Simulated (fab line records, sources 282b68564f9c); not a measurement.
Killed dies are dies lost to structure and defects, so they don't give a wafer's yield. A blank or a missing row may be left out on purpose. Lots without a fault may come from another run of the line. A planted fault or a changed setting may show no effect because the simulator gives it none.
fab line records | flow rit_cmos
record lots=5 wafers=15 last_day=8
route steps=202 shown PRETRO@72 GATE@75 FOX2@80 REOX@98 NLDD@103 SDANNEAL@155 M1@202
lots that met no fault: from a run of the same line without faults
start_h: hours from the record's first day to the start of the lot's first wafer shown | wait_h: hours since the lot's step before | " the same as in the row above | L1.1+2: a row that stands for several wafers | - no value, or no start given | * or withheld: withheld | < > ~ a bound
route shown NAME@n: a module of which the file shows steps, and the number in the route of the first | usual: mean/standard deviation of fault-free wafers | same: alike in all rows | chamber/n: place in a boat | sites: the reading at each site | _std_site: their standard deviation | _edge_site: outer sites' mean less inner sites' | radius_mm: how far each site lies from the wafer's centre | mask NAME#n: copy n | behind: the tool/chamber that last shaped the wafer | hold: why the lot was held/for how many hours/how that ended | device: the transistor (n, p or np) that didn't switch | end of line: the same wafers' tests at the end of the route | a step without rows: its recipe alone | killed: dies lost to structure and defects at the first sort, not the wafer's yield | map: a wafer's dies, x killed, . not, _ none there
set.NAME: the setting as run; set.NAME@STEP: as run at that earlier step | model.NAME: the simulator's own value behind a step, which no gauge read
lots at some steps of the route; a table a step, a row a wafer
services: from which hour (start_h, from the record's first day; less than 0 if before it) a tool's chamber was out of use, for how many hours, and why
## steps
# step RIT_PRETRO_IMPLANT_08
# recipe species=B energy_kev=45 dose_cm2=1.2e+13 tilt_deg=7
# step RIT_PRETRO_STRIP_09
# recipe chemistry=O2 time_s=180 resist=NOVOLAK platen_temp_c=withheld power_w=500 pressure_mtorr=4000 o2_flow_sccm=4000
# usual drypump_motor_current_A=5.7/0.51 rf_refl_power_W=6.8/1.8
# same time_s=180
# columns lot.wafer tool chamber start_h wait_h drypump_motor_current_A rf_hours_counter_h rf_refl_power_W
L568.3 plasma_asher-04 0 43.33 0.1 6.6 - 6.7
L568.4 " 1 " " 5.2 - 5.5
L568.5 " 1 " " 5.2 - 5.8
L575.1 plasma_asher-04 0 76.53 0.1 6.6 49 6.8
L575.3 " 0 " " 6.6 - 6.8
L575.6 " 1 " " 5.2 - 5.9
L578.1 plasma_asher-03 1 91.96 0.1 5.1 36 4.5
L578.3 " 0 " " 5.7 - 9.9
L578.5 " 1 " " 5.1 - 4.6
L588.2 plasma_asher-03 1 148.39 0.1 5.1 41 4.7
L588.4 " 1 " " 5.1 - 4.7
L588.6 " 1 " " 5.1 - 4.5
L589.4 plasma_asher-01 0 153.82 0.1 5.8 - 6.7
L589.5 " 1 " " 6.3 - 6.7
L589.6 " 0 " " 5.8 - 6.7
# step RIT_PRETRO_TW_MEAS_10
# usual PRETRO_TW=477/6.4
# columns lot.wafer tool chamber start_h wait_h PRETRO_TW
L568.3 film_metro-03 - 43.47 0.1 482
L568.4 " - " " 480
L568.5 " - " " 481
L575.1 film_metro-03 - 76.71 0.1 476
L575.3 " - " " 479
L575.6 " - " " 477
L578.1 film_metro-02 - 92.13 0.1 471
L578.3 " - " " 471
L578.5 " - " " 469
L588.2 film_metro-01 - 148.57 0.1 484
L588.4 " - " " 484
L588.6 " - " " 481
L589.4 film_metro-01 - 153.97 0.1 480
L589.5 " - " " 481
L589.6 " - " " 482
# step RIT_GATE_WET_ETCH_00
# recipe chemistry=BOE target=SiO2 target_depth_nm=56 time_s=60 dry=n2_spin dilution=10:1 temp_c=21.5
# step RIT_GATE_CLEAN_01
# recipe chemistry=SC1 mix=3:3:50 time_s=600 temp_c=75
# step RIT_GATE_CLEAN_02
# recipe chemistry=dHF dilution=50:1 time_s=30.91
# step RIT_GATE_CLEAN_03
# recipe chemistry=SC2 mix=3:3:50 time_s=600 temp_c=75 dry=n2_spin
# step RIT_GATE_CLEAN_04
# recipe chemistry=dHF dilution=50:1 time_s=60 dry=n2_spin
# step RIT_FOX2_THK_MEAS_91
# recipe reads=SiO2_of_FOX2_OXIDATION_00
# usual FIELD_OXIDE_LEFT_2_THK=254/6.3
# columns lot.wafer tool chamber start_h wait_h FIELD_OXIDE_LEFT_2_THK[nm]
L568.3 film_metro-02 - 43.98 0.0 253
L568.4 " - " " 250
L568.5 " - " " 252
L575.1 film_metro-02 - 77.20 0.0 258
L575.3 " - " " 260
L575.6 " - " " 258
L578.1 film_metro-03 - 92.62 0.0 262
L578.3 " - " " 269
L578.5 " - " " 266
L588.2 film_metro-02 - 149.05 0.0 256
L588.4 " - " " 260
L588.6 " - " " 258
L589.4 film_metro-04 - 154.45 0.0 253
L589.5 " - " " 259
L589.6 " - " " 255
# step RIT_GATE_OXIDATION_05
# recipe temp_c=900 ambient=O2 target_thk_a=30 ox_time_s=270
# step RIT_GATE_ANNEAL_06
# recipe temp_c=900 time_s=600 ambient=N2O
# step RIT_GATE_THK_MEAS_07
# recipe reads=SiO2_of_GATE_OXIDATION_05
# usual GATE_OXIDE_THK=3.01/0.077
# columns lot.wafer tool chamber start_h wait_h GATE_OXIDE_THK[nm]
L568.3 film_metro-03 - 46.19 0.0 2.99
L568.4 " - " " 2.99
L568.5 " - " " 2.98
L575.1 film_metro-03 - 79.77 0.0 2.99
L575.3 " - " " 3.00
L575.6 " - " " 2.98
L578.1 film_metro-02 - 94.06 0.0 3.04
L578.3 " - " " 3.00
L578.5 " - " " 3.11
L588.2 film_metro-04 - 151.64 0.0 2.96
L588.4 " - " " 2.96
L588.6 " - " " 2.95
L589.4 film_metro-02 - 155.95 0.0 2.99
L589.5 " - " " 2.82
L589.6 " - " " 3.05
# step RIT_GATE_CVD_08
# recipe material=poly-Si target_thk_nm=250 temp_c=610 precursor=SiH4 time_s=2220 pressure_mtorr=300 sih4_flow_sccm=100
# usual spike_tc_source_C=630.9/2
# columns lot.wafer tool chamber start_h wait_h spike_tc_source_C model.poly-Si_of_GATE_CVD_08.thk_nm
L568.3 lpcvd-02 1 46.23 0.0 632.7 248
L568.4 " 1 " " 630.7 248.2
L568.5 " 1 " " 632.1 248.1
L575.1 lpcvd-02 1 79.83 0.1 631.7 168
L575.3 " 1 " " 633.8 169.8
L575.6 " 1 " " 632.5 168.2
L578.1 lpcvd-01 0 94.12 0.1 629.1 249.1
L578.3 " 0 " " 631.7 251.4
L578.5 " 0 " " 629.4 249.7
L588.2 lpcvd-01 1 151.69 0.0 633.6 251.1
L588.4 " 1 " " 632.0 251.2
L588.6 " 1 " " 631.7 250.4
L589.4 lpcvd-01 1 156.64 0.7 631.8 249.2
L589.5 " 1 " " 632.4 250
L589.6 " 1 " " 630.6 251.1
# step RIT_GATE_THK_MEAS_09
# recipe reads=poly-Si_of_GATE_CVD_08
# usual GATE_POLY_THK=250.5/2.1
# columns lot.wafer tool chamber start_h wait_h GATE_POLY_THK[nm]
L568.3 film_metro-02 - 48.68 0.0 248.1
L568.4 " - " " 248.3
L568.5 " - " " 248.0
L575.1 film_metro-03 - 81.45 0.0 167.9
L575.3 " - " " 169.7
L575.6 " - " " 168.3
L578.1 film_metro-04 - 95.73 0.0 249.1
L578.3 " - " " 251.5
L578.5 " - " " 249.8
L588.2 film_metro-03 - 153.31 0.0 251.0
L588.4 " - " " 251.4
L588.6 " - " " 250.3
L589.4 film_metro-02 - 158.29 0.0 248.9
L589.5 " - " " 250.1
L589.6 " - " " 251.1
# step RIT_GATE_HMDS_10
# recipe prime_time_s=60 prime_temp_c=140
# step RIT_GATE_COAT_11
# recipe resist=NOVOLAK spin_rpm=4250 resist_thk_nm=850
# step RIT_GATE_SOFTBAKE_12
# recipe resist=NOVOLAK temp_c=90 time_s=60
# step RIT_GATE_EXPOSE_13
# recipe mask_id=M6 na=0.6 source_shape=conventional sigma_outer=0.6 target_cd_nm=150 dose_mj=377.3
# step RIT_GATE_PEB_14
# recipe resist=NOVOLAK temp_c=withheld time_s=withheld
# step RIT_GATE_DEVELOP_15
# recipe resist=NOVOLAK develop_time_s=50 dev_temp_c=23
# step RIT_GATE_CD_MEAS_16
# recipe target_cd_nm=150
# usual cd_nm=150.2/2.5
# columns lot.wafer tool chamber start_h wait_h cd_nm
L568.3 cd_sem-01 - 49.61 - 150.2
L568.4 " - " " 150.2
L568.5 " - " " 151.0
L575.1 cd_sem-01 - 82.36 - 150.9
L575.3 " - " " 150.2
L575.6 " - " " 149.4
L578.1 cd_sem-01 - 96.65 - 152.5
L578.3 " - " " 152.1
L578.5 " - " " 153.6
L588.2 cd_sem-02 - 154.61 - 150.8
L588.4 " - " " 150.2
L588.6 " - " " 149.4
L589.4 cd_sem-01 - 159.35 - 145.9
L589.5 " - " " 149.1
L589.6 " - " " 148.2
# step RIT_GATE_OVL_MEAS_17
# usual GATE_OVL=-0.3/1.3
# columns lot.wafer tool chamber start_h wait_h GATE_OVL[nm]
L568.3 overlay-01 - 49.70 0.1 -1.5
L568.4 " - " " -1.1
L568.5 " - " " -1.2
L575.1 overlay-01 - 82.48 0.1 -0.8
L575.3 " - " " -1.2
L575.6 " - " " -1.3
L578.1 overlay-01 - 96.77 0.1 2.4
L578.3 " - " " 2.1
L578.5 " - " " -0.4
L588.2 overlay-02 - 154.72 0.1 0.5
L588.4 " - " " -1.0
L588.6 " - " " -1.2
L589.4 overlay-02 - 159.43 0.1 0.7
L589.5 " - " " 2.3
L589.6 " - " " 0.5
# step RIT_GATE_HARDBAKE_18
# recipe resist=NOVOLAK temp_c=140 time_s=60
# step RIT_GATE_ETCH_19
# recipe chemistry=SF6/CHF3/O2 time_s=165 SF6_flow_sccm=30 CHF3_flow_sccm=30 O2_flow_sccm=5 target=poly-Si pressure_mtorr=40 rf_w=160 target_depth_a=3125 over_etch_frac=0.25 stop_on=SiO2
# usual O2_flow_sccm=4.999/0.016 drypump_motor_current_A=5.8/0.56 oes_product_au=0.846/0.012 throttle_valve_pct=10.27/0.14
# same time_s=165
# columns lot.wafer tool chamber start_h wait_h O2_flow_sccm drypump_motor_current_A oes_product_au rf_hours_counter_h throttle_valve_pct model.etch.depth_nm model.GATE.feature_depth_nm
L568.3 rie_si-02 2 49.87 0.1 4.998 5.2 0.854 18 10.36 248 248
L568.4 " 1 " " 4.989 5.6 0.852 89 10.03 248.2 248.2
L568.5 " 0 " " 4.998 6.6 0.857 - 10.15 248.1 248.1
L575.1 rie_si-01 2 82.67 0.1 5.021 5.2 0.640 79 10.28 168 168
L575.3 " 3 " " 4.968 6.8 0.638 10 10.19 169.8 169.8
L575.6 " 2 " " 5.009 5.2 0.645 - 10.25 168.2 168.2
L578.1 rie_si-02 1 96.99 0.1 5.006 5.6 0.858 90 10.05 249.1 249.1
L578.3 " 2 " " 4.986 5.2 0.859 18 10.36 251.4 251.4
L578.5 " 2 " " 5.022 5.2 0.862 - 10.38 249.7 249.7
L588.2 rie_si-02 1 154.90 0.1 4.990 5.6 0.862 90 10.05 251.1 251.1
L588.4 " 0 " " 4.995 6.6 0.857 97 10.16 251.2 251.2
L588.6 " 2 " " 5.016 5.2 0.863 - 10.37 250.4 250.4
L589.4 rie_si-01 0 159.60 0.1 4.995 5.6 0.845 102 10.31 249.2 249.2
L589.5 " 0 " " 4.997 5.6 0.848 - 10.31 250 250
L589.6 " 3 " " 5.016 6.8 0.838 - 10.19 251.1 251.1
# step RIT_GATE_STRIP_20
# recipe chemistry=O2 time_s=180 resist=NOVOLAK platen_temp_c=withheld power_w=500 pressure_mtorr=4000 o2_flow_sccm=4000
# usual drypump_motor_current_A=6.0/0.55 rf_refl_power_W=6.0/0.73
# same time_s=180
# columns lot.wafer tool chamber start_h wait_h drypump_motor_current_A rf_hours_counter_h rf_refl_power_W
L568.3 plasma_asher-01 0 50.04 0.1 5.7 - 6.9
L568.4 " 1 " " 6.3 - 6.9
L568.5 " 0 " " 5.8 - 6.9
L575.1 plasma_asher-04 0 82.77 0.1 6.6 50 6.4
L575.3 " 1 " " 5.2 - 5.6
L575.6 " 1 " " 5.2 - 5.9
L578.1 plasma_asher-02 0 97.10 0.1 5.4 29 4.6
L578.3 " 0 " " 5.4 - 4.7
L578.5 " 1 " " 6.5 - 5.5
L588.2 plasma_asher-04 1 155.00 0.1 5.2 3 5.6
L588.4 " 1 " " 5.2 - 5.8
L588.6 " 1 " " 5.3 - 5.7
L589.4 plasma_asher-04 1 159.76 0.1 5.2 - 5.5
L589.5 " 0 " " 6.6 - 6.9
L589.6 " 1 " " 5.2 - 5.8
# step RIT_GATE_CD_MEAS_90
# recipe target_cd_nm=150
# usual cd_nm=150.3/2.5
# columns lot.wafer tool chamber start_h wait_h cd_nm
L568.3 cd_sem-02 - 50.20 0.1 150.3
L568.4 " - " " 150.4
L568.5 " - " " 151.5
L575.1 cd_sem-02 - 82.95 0.1 150.4
L575.3 " - " " 149.8
L575.6 " - " " 149.7
L578.1 cd_sem-02 - 97.28 0.1 152.6
L578.3 " - " " 151.9
L578.5 " - " " 153.4
L588.2 cd_sem-01 - 155.20 0.1 150.7
L588.4 " - " " 150.4
L588.6 " - " " 149.2
L589.4 cd_sem-02 - 159.94 0.1 145.9
L589.5 " - " " 149.6
L589.6 " - " " 148.2
# step RIT_REOX_CLEAN_00
# recipe chemistry=SC1 mix=3:3:50 time_s=600 temp_c=75
# step RIT_REOX_CLEAN_01
# recipe chemistry=dHF dilution=50:1 time_s=30
# step RIT_REOX_CLEAN_02
# recipe chemistry=SC2 mix=3:3:50 time_s=600 temp_c=75 dry=n2_spin
# step RIT_REOX_OXIDATION_03
# recipe temp_c=900 ambient=O2 target_thk_a=252 ox_time_s=5580
# step RIT_REOX_THK_MEAS_04
# recipe reads=SiO2_of_REOX_OXIDATION_03
# usual REOX_OXIDE_THK=25.0/0.48
# columns lot.wafer tool chamber start_h wait_h REOX_OXIDE_THK[nm]
L568.3 film_metro-02 - 53.63 0.0 25.2
L568.4 " - " " 25.0
L568.5 " - " " 24.6
L575.1 film_metro-02 - 86.56 0.0 25.8
L575.3 " - " " 25.5
L575.6 " - " " 25.3
L578.1 film_metro-01 - 100.31 0.0 25.4
L578.3 " - " " 25.3
L578.5 " - " " 25.0
L588.2 film_metro-04 - 158.48 0.0 25.4
L588.4 " - " " 25.8
L588.6 " - " " 25.8
L589.4 film_metro-02 - 166.13 0.0 25.2
L589.5 " - " " 25.2
L589.6 " - " " 25.7
# step RIT_NLDD_HMDS_00
# recipe prime_time_s=60 prime_temp_c=140
# step RIT_NLDD_COAT_01
# recipe resist=NOVOLAK spin_rpm=3250 resist_thk_nm=1000
# step RIT_NLDD_SOFTBAKE_02
# recipe resist=NOVOLAK temp_c=90 time_s=60
# step RIT_NLDD_EXPOSE_03
# recipe mask_id=M7 na=0.57 target_cd_nm=40700 dose_mj=250
# step RIT_NLDD_PEB_04
# recipe resist=NOVOLAK temp_c=withheld time_s=withheld
# step RIT_NLDD_DEVELOP_05
# recipe resist=NOVOLAK develop_time_s=50 dev_temp_c=23
# step RIT_NLDD_OVL_MEAS_06
# usual NLDD_OVL=0.1/1.5
# columns lot.wafer tool chamber start_h wait_h NLDD_OVL[nm]
L568.3 overlay-02 - 54.53 - -0.1
L568.4 " - " " -1.1
L568.5 " - " " -0.3
L575.1 overlay-02 - 87.47 - 0.2
L575.3 " - " " -1.2
L575.6 " - " " -0.7
L578.1 overlay-01 - 101.22 - 1.7
L578.3 " - " " -0.6
L578.5 " - " " 0.3
L588.2 overlay-01 - 159.51 - -0.4
L588.4 " - " " 0.0
L588.6 " - " " 0.1
L589.4 overlay-01 - 167.16 - -1.8
L589.5 " - " " -2.8
L589.6 " - " " -0.5
# step RIT_NLDD_HARDBAKE_07
# recipe resist=NOVOLAK temp_c=140 time_s=60
# step RIT_NLDD_IMPLANT_08
# recipe species=P energy_kev=20 dose_cm2=4.929e+14 tilt_deg=7
# step RIT_NLDD_STRIP_09
# recipe chemistry=O2 time_s=180 resist=NOVOLAK platen_temp_c=withheld power_w=500 pressure_mtorr=4000 o2_flow_sccm=4000
# usual drypump_motor_current_A=5.7/0.45 rf_refl_power_W=6.6/1.8
# same time_s=180
# columns lot.wafer tool chamber start_h wait_h drypump_motor_current_A rf_hours_counter_h rf_refl_power_W
L568.3 plasma_asher-03 1 54.91 0.1 5.1 - 4.7
L568.4 " 0 " " 5.8 - 9.6
L568.5 " 0 " " 5.7 - 9.4
L575.1 plasma_asher-01 1 87.81 0.1 6.3 49 6.6
L575.3 " 1 " " 6.3 - 6.5
L575.6 " 1 " " 6.3 - 7.1
L578.1 plasma_asher-01 1 101.56 0.1 6.3 51 6.7
L578.3 " 1 " " 6.3 - 7.1
L578.5 " 1 " " 6.3 - 6.7
L588.2 plasma_asher-01 0 159.84 0.1 5.7 56 6.7
L588.4 " 1 " " 6.3 - 7.1
L588.6 " 0 " " 5.7 - 6.8
L589.4 plasma_asher-02 0 167.53 0.1 5.4 - 4.6
L589.5 " 0 " " 5.4 - 4.7
L589.6 " 1 " " 6.5 - 5.4
# step RIT_NLDD_TW_MEAS_10
# usual NLDD_TW=2496/30
# columns lot.wafer tool chamber start_h wait_h NLDD_TW
L568.3 film_metro-01 - 55.05 0.1 2522
L568.4 " - " " 2534
L568.5 " - " " 2514
L575.1 film_metro-04 - 87.98 0.1 2451
L575.3 " - " " 2433
L575.6 " - " " 2453
L578.1 film_metro-01 - 101.74 0.1 2513
L578.3 " - " " 2530
L578.5 " - " " 2508
L588.2 film_metro-04 - 160.03 0.1 2427
L588.4 " - " " 2432
L588.6 " - " " 2426
L589.4 film_metro-03 - 167.68 0.1 2494
L589.5 " - " " 2504
L589.6 " - " " 2505
# step RIT_SDANNEAL_CLEAN_02
# recipe chemistry=SC2 mix=3:3:50 time_s=600 temp_c=75 dry=n2_spin
# same time_s=600
# columns lot.wafer tool chamber start_h wait_h model.poly-Si_of_GATE_CVD_08.thk_nm
L568.3+5 wet_bench-02 3 62.08 0.0 161.8
L568.4 " 3 " " 161.2
L575.1 wet_bench-02 0 95.17 0.0 83.13
L575.3 " 0 " " 82.33
L575.6 " 0 " " 83.56
L578.1 wet_bench-02 3 108.87 0.0 164.6
L578.3 " 3 " " 164
L578.5 " 3 " " 161.3
L588.2 wet_bench-02 0 168.56 0.0 165.7
L588.4 " 0 " " 164.5
L588.6 " 0 " " 165.6
L589.4 wet_bench-02 1 175.07 0.0 161.3
L589.5 " 1 " " 164.3
L589.6 " 1 " " 164.5
# step RIT_M1_PROBE_99
# usual killed_at_M0_to_M3=0.0/0.14 killed_at_front_end=6.5/2.9 killed_dies=6.6/3 killed_open=3.3/2 killed_short=3.3/1.9
# same gross_dies=264 killed_at_M4_up=0 killed_at_back_side=0 killed_at_contacts=0 killed_at_other=0
# columns lot.wafer tool chamber start_h wait_h killed_at_M0_to_M3 killed_at_front_end killed_dies killed_open killed_short
L575.1 prober-02 - 104.11 0.1 0 5 5 3 2
L575.3 prober-02 - 104.22 0.2 0 6 6 3 3
L575.6 prober-02 - 104.36 0.2 0 7 7 3 4
# killed by level:class
L575.1 ACTIVE:geometric_particle:short=1 FOX2:geometric_particle:open=1 GATE:geometric_particle:open=1 REOX:geometric_particle:open=1 SPACER:geometric_particle:short=1
L575.3 GATE:geometric_particle:short=1 GATE:geometric_particle:open=1 REOX:geometric_particle:open=1 SPACER:geometric_particle:open=1 SPACER:geometric_particle:short=1 SILICIDE:geometric_particle:short=1
L575.6 GATE:geometric_particle:short=3 FOX1:geometric_particle:open=2 GATE:geometric_particle:open=1 REOX:geometric_particle:short=1
## services
# columns tool chamber start_h hours kind
rie_si-02 3 20.27 - clean
rie_si-02 3 20.27 17.4 scheduled_down
rie_si-02 3 20.27 17.4 vent_cycle
lpcvd-01 - 43.97 6.0 pm
rie_si-02 0 67.12 6.8 repair
rie_si-01 3 97.94 8.9 repair
plasma_asher-04 - 108.75 9.0 pm
plasma_asher-04 0 108.75 9.0 vent_cycle
plasma_asher-04 1 108.75 9.0 vent_cycle
lpcvd-01 - 110.38 0.7 repair
plasma_asher-04 0 117.75 - clean
plasma_asher-04 1 117.75 - clean
rie_si-01 - 131.26 0.5 repair
rie_si-01 - 133.85 2.8 pm
lpcvd-02 - 148.57 14.6 pm
lpcvd-02 - 163.17 6.0 pm
## key
first_sign step=RIT_GATE_THK_MEAS_09 reading=GATE_POLY_THK direction=down sigmas=39 usual=250.5 struck=168.7
effect step=RIT_GATE_ETCH_19 reading=oes_product_au direction=down sigmas=17 usual=0.846 struck=0.641
model_effect step=RIT_GATE_CVD_08 value=poly-Si_of_GATE_CVD_08.thk_nm without=251.1 struck=168.6
model_effect step=RIT_GATE_ETCH_19 value=etch.depth_nm without=251.1 struck=168.6
model_effect step=RIT_SDANNEAL_CLEAN_02 value=poly-Si_of_GATE_CVD_08.thk_nm without=165.5 struck=83.01
met_at RIT_GATE_CVD_08
struck_wafers L575.1,L575.3,L575.6
tester_left_out L575
onset_between 46.23 79.83
also_fits RIT_PRETRO_STRIP_09:plasma_asher-04
fault kind=process_parameter_drift tool=lpcvd-02 chamber=1 onset_h=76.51 steps=RIT_GATE_CVD_08 channel=target_thk_nm offset=-82.5 shape=step end_h=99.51 acts_in=these_recipes_only stated=250
# tester_left_out: of these lots the tester's yield and bins aren't shown, on N5 and GAA mostly nor the transistor test; their killed dies are dies lost to structure and defects alone, not to doping, threshold or leakage, so they don't give the yield
